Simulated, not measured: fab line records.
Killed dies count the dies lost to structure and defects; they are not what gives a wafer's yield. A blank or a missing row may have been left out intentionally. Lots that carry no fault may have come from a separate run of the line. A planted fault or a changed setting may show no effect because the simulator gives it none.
Which tool did it? | flow berkeleyCmos170 | Sampling: 11 lots, 33 wafers, 2 of 331 route steps

== WHAT THE GAUGES READ, wafer by wafer ==
UCB170_PWELL_THK_MEAS_06.
lot  | measured    | on           | PWELL_NITRIDE_THK (nm)
L666 | day 3 08:49 | filmMetro-04 | 224.1 222.2 224.6
L667 | day 3 08:50 | filmMetro-03 | 219.8 221.6 220.9
L668 | day 3 19:31 | filmMetro-02 | 224.5 223.8 224.5
L669 | day 4 03:52 | filmMetro-04 | 184.7 182.4 184.8
L673 | day 4 12:49 | filmMetro-04 | 218.5 219.0 218.9
L681 | day 6 14:38 | filmMetro-03 | 221.1 221.9 222.7
L682 | day 6 14:39 | filmMetro-02 | 219.8 218.5 218.0
L686 | day 7 19:20 | filmMetro-03 | 222.2 222.4 220.5
L687 | day 7 19:21 | filmMetro-02 | 221.5 219.0 220.4
L688 | day 7 19:22 | filmMetro-04 | 217.7 220.1 218.6
L689 | day 8 04:37 | filmMetro-02 | 220.4 220.4 220.3

== TOOL THAT RAN EACH LOT (tool first, then ch and the chambers of the sampled wafers, then the start) ==
lot  | UCB170_PWELL_CVD_05
L666 | lpcvd-02 ch 1, day 3 06:53
L667 | lpcvd-02 ch 1, day 3 06:53
L668 | lpcvd-02 ch 1, day 3 17:36
L669 | lpcvd-02 ch 0, day 4 01:58
L673 | lpcvd-01 ch 0, day 4 10:53
L681 | lpcvd-01 ch 1, day 6 11:46
L682 | lpcvd-01 ch 1, day 6 11:46
L686 | lpcvd-01 ch 0, day 7 17:25
L687 | lpcvd-01 ch 0, day 7 17:25
L688 | lpcvd-01 ch 0, day 7 17:25
L689 | lpcvd-02 ch 1, day 8 02:42
- UCB170_PWELL_CVD_05: deposits Si3N4 from SiH2Cl2/NH3, target thk 220 nm, time 3300 s.

== THE ANSWER, worked out from the rows above alone ==
Rule: the usual values come from the lots themselves. Put in order of their means at a reading, lots are off if they are a third of the lots or fewer, leave a main group of 4 or more, and stand apart from it by a gap of 3 or more times the standard deviation of the main group's means; of several such gaps the widest counts. A main group whose means are all the same, to the digits that the tables above print for the reading, isn't used. A lot without any number at a reading at which 4 lots or more have one is off too. Where the step has rows for the other lots, those lots are counted as sound.
Off: at UCB170_PWELL_THK_MEAS_06 (PWELL_NITRIDE_THK), L669. Main group: mean 220.9 nm, sd 1.9.
If a tool, at a process step before that reading, ran all the lots that are off and no sound lot after the first of them, it fits. Gauges at UCB170_PWELL_THK_MEAS_06: tried the same way as those tools. Of those tried, none fits.

== WHAT THE SIMULATOR HAD PUT IN ==
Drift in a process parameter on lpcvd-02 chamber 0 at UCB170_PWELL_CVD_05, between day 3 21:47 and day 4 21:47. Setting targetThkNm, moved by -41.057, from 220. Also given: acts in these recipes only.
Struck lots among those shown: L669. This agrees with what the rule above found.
